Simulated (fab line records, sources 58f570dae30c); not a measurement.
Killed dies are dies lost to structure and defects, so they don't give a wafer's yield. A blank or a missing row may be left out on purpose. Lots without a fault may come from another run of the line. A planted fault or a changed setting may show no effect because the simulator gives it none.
Split-lot experiment | flow berkeley_cmos170 | 5 lots, 27 wafers read, on a route of 331 steps

THE SPLIT
At UCB170_M3_SPUTTER_01 (material Al, target thk 900 nm, time 120 s), the setting time_s was moved away from the recipe's 120 s on 6 of the 27 wafers read, by -43.5% to +52.0%. The other wafers ran this setting at the recipe's value.

FROM THE SPLIT TO THE READING: what the file shows between them, 5 steps
- UCB170_M3_RS_MEAS_02: measures by four-point-probe
- UCB170_M3_THK_MEAS_03: measures by xrf
- UCB170_M3_HMDS_04: prime time 60 s
- UCB170_M3_COAT_05: resist thk 900 nm
- UCB170_M3_ETCH_17: etches BARC in N2/H2

THE READING
oes_product_au, in a.u., at UCB170_M3_METAL_ETCH_18 (etches Al in Cl2/BCl3, stops on SiO2, target depth 1170 nm, time 195 s). Fault-free wafers of this fab line usually give 0.854 a.u., standard deviation 0.009 a.u..

wafer  | tool, chamber at the split | time_s as run, s | against the recipe | oes_product_au, a.u. | against lot-mates on the recipe
L075.1 | pvd_sputter-04, -          | 120              | recipe             | 0.847                | -
L075.2 | pvd_sputter-04, -          | 120              | recipe             | 0.861                | -
L075.3 | pvd_sputter-04, -          | 120              | recipe             | 0.858                | -
L075.4 | pvd_sputter-04, -          | 120              | recipe             | 0.844                | -
L075.5 | pvd_sputter-04, -          | 120              | recipe             | 0.859                | -
L075.6 | pvd_sputter-04, -          | 120              | recipe             | 0.860                | -
L079.1 | pvd_sputter-01, -          | 120              | recipe             | 0.860                | -
L079.5 | pvd_sputter-01, -          | 120              | recipe             | 0.856                | -
L079.6 | pvd_sputter-01, -          | 120              | recipe             | 0.846                | -
L080.1 | pvd_sputter-04, -          | 182.4            | +52.0%             | 0.996                | +0.133
L080.2 | pvd_sputter-04, -          | 120              | recipe             | 0.862                | -
L080.3 | pvd_sputter-04, -          | 182.4            | +52.0%             | 0.996                | +0.133
L080.4 | pvd_sputter-04, -          | 120              | recipe             | 0.861                | -
L080.5 | pvd_sputter-04, -          | 182.4            | +52.0%             | 0.991                | +0.128
L080.6 | pvd_sputter-04, -          | 120              | recipe             | 0.865                | -
L081.1 | pvd_sputter-01, -          | 120              | recipe             | 0.846                | -
L081.2 | pvd_sputter-01, -          | 120              | recipe             | 0.853                | -
L081.3 | pvd_sputter-01, -          | 120              | recipe             | 0.854                | -
L081.4 | pvd_sputter-01, -          | 120              | recipe             | 0.855                | -
L081.5 | pvd_sputter-01, -          | 120              | recipe             | 0.854                | -
L081.6 | pvd_sputter-01, -          | 120              | recipe             | 0.849                | -
L083.1 | pvd_sputter-02, -          | 120              | recipe             | 0.848                | -
L083.2 | pvd_sputter-02, -          | 120              | recipe             | 0.827                | -
L083.3 | pvd_sputter-02, -          | 67.84            | -43.5%             | 0.639                | -0.197
L083.4 | pvd_sputter-02, -          | 67.84            | -43.5%             | 0.631                | -0.205
L083.5 | pvd_sputter-02, -          | 67.84            | -43.5%             | 0.651                | -0.185
L083.6 | pvd_sputter-02, -          | 120              | recipe             | 0.832                | -

THE FIT
A straight line over all 27 wafers: oes_product_au changes by +0.00363 a.u. for each +1% of time_s; r = +0.96; the points scatter about the line by 0.024 a.u..
The same after taking each lot's own level away (the mean of its wafers on the recipe; 27 wafers): +0.00336 a.u. for each +1%; r = +0.97; scatter 0.021 a.u..
On that fit, the largest move of time_s shifts the reading by 0.17 a.u..
The lots' own levels span 0.8357 to 0.8627 a.u., that is 3.0 times the standard deviation above.
So the lot-to-lot level changes the slope little: the two slopes agree.
Check: with one of the wafers moved furthest among these (+52.0%) left out of the fit, the line predicts +0.173 a.u. for it against its lot-mates. It came out at +0.133 a.u. against them.

OTHER SPLITS ON THESE WAFERS
These wafers also went through other splits before the reading. Each is held against what the fit with the lots' levels taken away leaves over:
other split on the same wafers          | wafers away from the commonest value | r with oes_product_au (lot level and that fit taken away)
UCB170_WELLDRIVE_OXIDATION_01 ox_time_s | 12                                   | -0.35
UCB170_M2_DEVELOP_14 develop_time_s     | 9                                    | +0.15

THE WHOLE CHAIN: every reading that the file lists as answering this split, in the file's order
step                    | what it does                                                           | reading                                                                     | change (the file's fit)                   | r (the file's)
UCB170_M3_SPUTTER_01    | material Al, target thk 900 nm, time 120 s                             | Al_of_M3_SPUTTER_01.thk_nm (the simulator's own value, which no gauge read) | +8.98 nm for each +1% of the setting      | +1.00
UCB170_M3_RS_MEAS_02    | measures by four-point-probe                                           | M3_AL_RS                                                                    | -0.000369 for each +1% of the setting     | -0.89
UCB170_M3_THK_MEAS_03   | measures by xrf                                                        | M3_AL_THK                                                                   | +9.07 for each +1% of the setting         | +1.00
UCB170_M3_METAL_ETCH_18 | etches Al in Cl2/BCl3, stops on SiO2, target depth 1170 nm, time 195 s | oes_product_au                                                              | +0.00334 a.u. for each +1% of the setting | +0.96

THE FILE'S OWN FIT
oes_product_au changes by +0.00334 a.u. for each +1% of time_s, r = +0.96.
